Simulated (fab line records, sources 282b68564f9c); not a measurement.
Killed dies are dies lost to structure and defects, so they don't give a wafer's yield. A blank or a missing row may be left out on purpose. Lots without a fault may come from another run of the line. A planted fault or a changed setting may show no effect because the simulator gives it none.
Which tool did it? | flow rit_cmos | 6 lots, 18 wafers sampled, at 3 steps of a route of 202

WHAT THE GAUGES READ, wafer by wafer
RIT_PRETRO_TW_MEAS_10.
lot  | measured    | on            | PRETRO_TW
L859 | day 2 12:25 | film_metro-02 | 476 481 474
L861 | day 2 23:41 | film_metro-04 | 474 473 474
L863 | day 3 10:14 | film_metro-04 | 477 476 474
L865 | day 3 18:52 | film_metro-01 | 474 472 479
L868 | day 4 10:34 | film_metro-02 | 795 793 794
L870 | day 4 20:13 | film_metro-04 | 781 785 786

WHICH TOOL RAN EACH LOT (tool, then ch and the chambers of the sampled wafers, then the start)
lot  | RIT_ACTIVE_STRIP_14                 | RIT_PRETRO_IMPLANT_08
L859 | plasma_asher-01 ch 0,1, day 1 20:05 | implanter-02 ch 0, day 2 12:07
L861 | plasma_asher-01 ch 0,1, day 2 06:11 | implanter-02 ch 0, day 2 23:25
L863 | plasma_asher-03 ch 0,1, day 2 17:11 | implanter-02 ch 0, day 3 09:56
L865 | plasma_asher-01 ch 0,1, day 3 02:41 | implanter-03 ch 0, day 3 18:32
L868 | plasma_asher-03 ch 0,1, day 3 18:11 | implanter-03 ch 0, day 4 10:14
L870 | plasma_asher-03 ch 0,1, day 4 03:47 | implanter-03 ch 0, day 4 19:55
- RIT_ACTIVE_STRIP_14: strips in O2, time 180 s.
- RIT_PRETRO_IMPLANT_08

THE ANSWER, worked out from the rows above alone
Rule: what is usual is taken from the lots themselves. Put in order of their means at a reading, lots are off if they are a third of the lots or fewer, leave a main group of 4 or more, and stand apart from it by a gap of 3 or more times the standard deviation of the main group's means; of several such gaps the widest counts. A main group whose means are all the same, to the digits that the tables above print for the reading, isn't used. A lot without any number at a reading at which 4 lots or more have one is off too. The other lots that the step has rows for count as sound.
Off: L868, L870, at RIT_PRETRO_TW_MEAS_10 (PRETRO_TW). The main group: mean 475, standard deviation 1.2.
A tool fits if, at a process step before that reading, it ran every lot that is off, and no sound lot after the first of them. The gauges at RIT_PRETRO_TW_MEAS_10 are tried like those tools. Can't be told from this: 2 tools fit, plasma_asher-03 at RIT_ACTIVE_STRIP_14, implanter-03 at RIT_PRETRO_IMPLANT_08.

WHAT THE SIMULATOR HAD PUT IN
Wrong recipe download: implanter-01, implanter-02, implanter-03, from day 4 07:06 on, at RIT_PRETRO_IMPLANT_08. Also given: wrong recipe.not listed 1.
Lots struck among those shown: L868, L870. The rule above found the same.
